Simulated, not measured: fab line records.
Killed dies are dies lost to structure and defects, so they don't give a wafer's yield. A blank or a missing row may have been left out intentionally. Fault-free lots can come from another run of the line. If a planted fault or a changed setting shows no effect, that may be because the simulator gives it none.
Struck lot and sound lot, side by side -- flow rit-cmos -- 15 out of 202 route steps
Sound: these wafers, L600.1, L600.3, L600.4. The struck wafers were L606.2, L606.3, L606.4. Last of all comes the cause.
Per side, at each step with rows, come the tool, then ch with its chambers, and then its first start. Under that, the readings that differ: sound wafers -- struck wafers -- difference of the means -- sigmas: that difference in standard deviations of wafers without a fault.
alike: words and numbers the same on both sides, and readings whose means are apart by under 2 such deviations; not compared: readings that were withheld, readings missing a value for some wafer, numbers with overlapping values and no deviation given by the record, and bounds like >300 which may hide the same value.
Wherever a step has rows on one side only, a row that says differs or no value, or a row with sigmas, the two part there. Numbers that don't overlap but have no deviation are shown without sigmas and don't part them. A reading missing from all wafers of one side parts the sides only when that side holds two or more wafers.

RIT_PLDD_TW_MEAS_10:
  struck on film-metro-03, day 5 17:38; sound on film-metro-03, day 4 12:11
  alike: PLDD_TW
then, 4 steps without rows for these wafers: RIT_SPACER_CLEAN_00 (cleans in SC1, time 600 s); RIT_SPACER_CLEAN_01 (cleans in dHF, time 30 s); RIT_SPACER_CLEAN_02 (cleans in SC2, time 600 s); RIT_SPACER_CVD_03 (deposits Si3N4 from SiH2Cl2/NH3, target thk 250 nm, time 3300 s).
RIT_SPACER_THK_MEAS_04:
  struck on film-metro-02, day 5 20:00; sound on film-metro-04, day 4 14:31
  alike: SPACER_NITRIDE_THK
RIT_SPACER_ETCHBACK_05: etches Si3N4 in SF6/CHF3, stops on SiO2, target depth 250 nm, time 240 s.
  sound on rie-diel-01 ch 0,1,2, day 4 14:35; struck on rie-diel-01 ch 1,2,3, day 5 20:03
  alike: chamber-pressure-mTorr, drypump-motor-current-A, oes-product-au, throttle-valve-pct
  not compared: rf-hours-counter-h
then, 5 steps without rows for these wafers: RIT_NSD_HMDS_00 (prime time 60 s); RIT_NSD_COAT_01 (resist thk 1000 nm); RIT_NSD_SOFTBAKE_02 (time 60 s); RIT_NSD_EXPOSE_03 (exposes mask M9, target cd 40700 nm); RIT_NSD_PEB_04.
RIT_NSD_DEVELOP_05: develop time 50 s.
  sound on litho-track-03 ch 0, day 4 15:00; struck on litho-track-03 ch 0, day 5 20:00
reading,sound,struck,difference,sigmas
developer-temp-C (C),22.93 22.97 22.86,20.71 20.72 20.67,-2.22,-20
  alike: resist-line-temp-C
RIT_NSD_OVL_MEAS_06:
  struck on overlay-02, day 5 21:05; sound on overlay-02, day 4 15:35
  alike: NSD_OVL
RIT_M1_PROBE_99:
  struck on prober-01, day 6 07:03; sound on prober-02, day 5 02:05
reading,sound,struck,difference,sigmas
killed_at_M0_to_M3,0 0 0,0 1 0,+0,+3
  alike: killed-at-front-end, killed-dies, killed-open, killed-short

## WHERE THEY PART
At RIT_NSD_DEVELOP_05 first; at RIT_M1_PROBE_99 last (within this record only).

WHY: the cause the simulator had injected
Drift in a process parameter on litho-track-03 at RIT_NSD_DEVELOP_05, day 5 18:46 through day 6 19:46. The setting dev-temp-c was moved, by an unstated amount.
